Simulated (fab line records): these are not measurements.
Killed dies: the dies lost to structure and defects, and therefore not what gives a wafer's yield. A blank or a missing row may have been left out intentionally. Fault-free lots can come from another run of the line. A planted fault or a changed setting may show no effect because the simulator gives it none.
Which tool was responsible? ; flow berkeleyCmos170 ; 33 wafers from 11 lots sampled at 7 of the route's 331 steps

WHAT THE GAUGES READ, wafer by wafer
UCB170_START_BOW_MEAS_00.
lot;measured;on;INCOMING_BOW (um)
L109;day 1 10:00;filmMetro-03;-5 5 -8
L110;day 1 15:00;filmMetro-03;-8 -7 -2
L111;day 1 20:01;filmMetro-04;0 1 10
L119;day 3 12:03;filmMetro-03;0 -2 -2
L121;day 3 22:00;filmMetro-01;2 8 12
L124;day 4 13:01;filmMetro-03;-2 -20 3
L125;day 4 18:00;filmMetro-04;0 -6 9
L128;day 5 09:00;filmMetro-03;-8 -5 6
L129;day 5 14:00;filmMetro-03;1 -8 -1
L131;day 6 00:00;filmMetro-03;15 -1 -1
L132;day 6 05:01;filmMetro-01;-1 -9 -4

UCB170_M2_RS_MEAS_02: measures by four-point-probe.
lot;measured;on;M2_AL_RS (ohm/sq)
L109;day 8 12:32;filmMetro-04;0.0318 0.0316 0.0314
L110;day 8 09:02;filmMetro-01;0.0324 0.0322 0.0325
L111;day 8 20:19;filmMetro-04;0.0326 0.0323 0.0325
L119;day 11 04:20;filmMetro-04;0.0344 0.0348 0.0353
L121;day 11 11:21;filmMetro-02;0.0346 0.0347 0.0345
L124;day 11 11:38;filmMetro-01;0.0326 0.0328 0.0326
L125;day 12 01:03;filmMetro-02;0.0319 0.0320 0.0324
L128;day 12 14:53;filmMetro-01;0.0324 0.0322 0.0326
L129;day 12 17:23;filmMetro-01;0.0324 0.0319 0.0322
L131;day 13 08:03;filmMetro-01;0.0324 0.0317 0.0326
L132;day 13 09:42;filmMetro-01;0.0320 0.0321 0.0324

UCB170_M2_THK_MEAS_03: measures by xrf.
lot;measured;on;M2_AL_THK (nm)
L109;day 8 12:39;filmMetro-04;911 917 922
L110;day 8 09:09;filmMetro-01;903 904 900
L111;day 8 20:26;filmMetro-04;884 891 894
L119;day 11 04:27;filmMetro-04;850 840 824
L121;day 11 11:28;filmMetro-02;843 841 846
L124;day 11 11:45;filmMetro-01;898 892 891
L125;day 12 01:10;filmMetro-02;903 905 887
L128;day 12 15:01;filmMetro-01;902 908 896
L129;day 12 17:31;filmMetro-01;904 918 906
L131;day 13 08:10;filmMetro-01;906 921 894
L132;day 13 09:49;filmMetro-01;919 909 907

UCB170_M3_OVL_MEAS_16.
lot;measured;on;M3_OVL (nm)
L109;day 8 20:26;overlay-01;-8 -6 2
L110;day 8 16:31;overlay-02;-4 -4 4
L111;day 9 07:21;overlay-01;2 2 8
L119;day 11 12:08;overlay-02;9 -2 0
L121;day 11 18:44;overlay-01;2 0 3
L124;day 11 19:05;overlay-01;9 9 5
L125;day 12 08:33;overlay-02;10 7 4
L128;day 12 23:17;overlay-02;-3 3 4
L129;day 13 01:17;overlay-01;0 4 3
L131;day 13 16:37;overlay-01;21 9 6
L132;day 13 16:45;overlay-02;-7 -10 -13

WHICH TOOL RAN EACH LOT (tool, then ch and the chambers of the sampled wafers, then the start)
lot;UCB170_PWELL_STRIP_16;UCB170_M2_SPUTTER_01;UCB170_M2_METAL_ETCH_18
L109;plasmaAsher-03 ch 0,1, day 3 12:03;pvdSputter-02, day 8 12:26;rieMetal-04 ch 0,1, day 8 14:47
L110;plasmaAsher-01 ch 0,1, day 3 11:55;pvdSputter-03, day 8 08:56;rieMetal-01 ch 0,1, day 8 11:35
L111;plasmaAsher-03 ch 0,1, day 3 21:59;pvdSputter-02, day 8 20:13;rieMetal-01 ch 0,1, day 8 22:52
L119;plasmaAsher-02 ch 1, day 5 23:40;pvdSputter-02, day 11 04:14;rieMetal-03 ch 0,1, day 11 06:22
L121;plasmaAsher-03 ch 0,1, day 5 23:49;pvdSputter-02, day 11 11:16;rieMetal-03 ch 0,1, day 11 13:41
L124;plasmaAsher-03 ch 0,1, day 6 09:34;pvdSputter-03, day 11 11:32;rieMetal-04 ch 0, day 11 13:48
L125;plasmaAsher-03 ch 0,1, day 6 16:52;pvdSputter-04, day 12 00:58;rieMetal-01 ch 1, day 12 03:17
L128;plasmaAsher-02 ch 0,1, day 7 07:26;pvdSputter-04, day 12 14:48;rieMetal-01 ch 0, day 12 17:46
L129;plasmaAsher-01 ch 0,1, day 7 07:39;pvdSputter-03, day 12 17:18;rieMetal-04 ch 0,1, day 12 20:15
L131;plasmaAsher-02 ch 0,1, day 8 08:23;pvdSputter-03, day 13 07:58;rieMetal-04 ch 0,1, day 13 10:34
L132;plasmaAsher-01 ch 0,1, day 8 08:44;pvdSputter-04, day 13 09:35;rieMetal-03 ch 0,1, day 13 11:38
- UCB170_PWELL_STRIP_16: strips in O2.
- UCB170_M2_SPUTTER_01: material Al, target thk 900 nm, time 120 s.
- UCB170_M2_METAL_ETCH_18: etches Al in Cl2/BCl3, stops on SiO2, target depth 1170 nm, time 195 s.

WHAT THE TOOLS THEMSELVES READ (means of the sampled wafers that have a number; where no wafer has one, the mark that the record gives instead)
UCB170_PWELL_STRIP_16.
lot;tool;drypumpMotorCurrentA (A);oesProductAu (a.u.);stripTimeToEndpointS (s)
L109;plasmaAsher-03;5.2;0.723;18.07
L110;plasmaAsher-01;5.8;0.720;18.01
L111;plasmaAsher-03;5.4;0.719;18.09
L119;plasmaAsher-02;5.0;0.719;18.06
L121;plasmaAsher-03;5.2;0.724;18.06
L124;plasmaAsher-03;5.2;0.720;17.98
L125;plasmaAsher-03;5.2;0.717;18.12
L128;plasmaAsher-02;5.3;0.719;18.04
L129;plasmaAsher-01;6.0;0.720;18.04
L131;plasmaAsher-02;5.2;0.723;18.18
L132;plasmaAsher-01;5.8;0.719;18.08

UCB170_M2_SPUTTER_01.
lot;tool;chamberPressurePa (Pa);throttleValvePct (%)
L109;pvdSputter-02;0.4997;29.4
L110;pvdSputter-03;0.5009;29.2
L111;pvdSputter-02;0.4995;29.7
L119;pvdSputter-02;0.6351;26.0
L121;pvdSputter-02;0.6353;26.2
L124;pvdSputter-03;0.4999;28.9
L125;pvdSputter-04;0.5001;29.7
L128;pvdSputter-04;0.5001;29.7
L129;pvdSputter-03;0.5003;29.7
L131;pvdSputter-03;0.5001;30.0
L132;pvdSputter-04;0.4999;28.9

UCB170_M2_METAL_ETCH_18.
lot;tool;biasW (W);drypumpMotorCurrentA (A);oesProductAu (a.u.);throttleValvePct (%)
L109;rieMetal-04;120.1;5.70;0.874;24.0
L110;rieMetal-01;120.2;5.18;0.862;24.3
L111;rieMetal-01;120.2;5.30;0.855;24.2
L119;rieMetal-03;120.0;5.65;0.812;24.7
L121;rieMetal-03;120.5;5.50;0.821;24.7
L124;rieMetal-04;120.3;5.86;0.859;24.0
L125;rieMetal-01;120.3;5.06;0.857;24.3
L128;rieMetal-01;119.8;5.41;0.857;24.2
L129;rieMetal-04;119.7;5.70;0.861;24.0
L131;rieMetal-04;119.9;5.55;0.859;24.0
L132;rieMetal-03;119.9;5.51;0.865;24.7

THE ANSWER, worked out from the rows above alone
Rule: the lots themselves supply what counts as usual. Put in order of their means at a reading, lots are off if they are a third of the lots or fewer, leave a main group of 4 or more, and stand apart from it by a gap of 3 or more times the standard deviation of the main group's means; of several such gaps the widest counts. A main group whose means are all the same, to the digits that the tables above print for the reading, isn't used. Also off: a lot with no number at a reading for which 4 or more lots have one. The other lots that the step has rows for count as sound. After the gauges, taken in route order, come the tools' own readings; for these a lot's mean is taken, as printed above. At the first step where some lot is off, the reading lying furthest off is the one used; lots without a number count as furthest.
Off: L119, L121, at UCB170_M2_RS_MEAS_02 (M2_AL_RS). The main group: mean 0.0322 ohm/sq, standard deviation 0.00028.
If a tool, at a process step before that reading, ran all the lots that are off and no sound lot after the first of them, it fits. Not tried: the gauges at UCB170_M2_RS_MEAS_02; whatever is off there is also off at UCB170_M2_SPUTTER_01, on other tools, and gauge error can't account for it. One fits: UCB170_M2_SPUTTER_01 on pvdSputter-02. Its last sound lot is L111 (day 8 20:13), its first lot that is off L119 (day 11 04:14): a fault that began between those two fits.
The tool's own readings at UCB170_M2_SPUTTER_01 bear it out: on the lots that are off they differ by more than 5 times the standard deviation of the sound lots' means. chamberPressurePa reads 0.6352 Pa there against 0.5001 Pa on the sound lots; throttleValvePct reads 26.1 % there against 29.5 % on the sound lots.

WHAT THE SIMULATOR HAD INSERTED
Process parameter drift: pvdSputter-02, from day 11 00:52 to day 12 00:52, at UCB170_M2_SPUTTER_01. The setting chamberPressurePa was moved by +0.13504, starting from 0.5. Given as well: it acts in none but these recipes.
Lots struck among those shown: L119, L121. This agrees with what the rule above found.
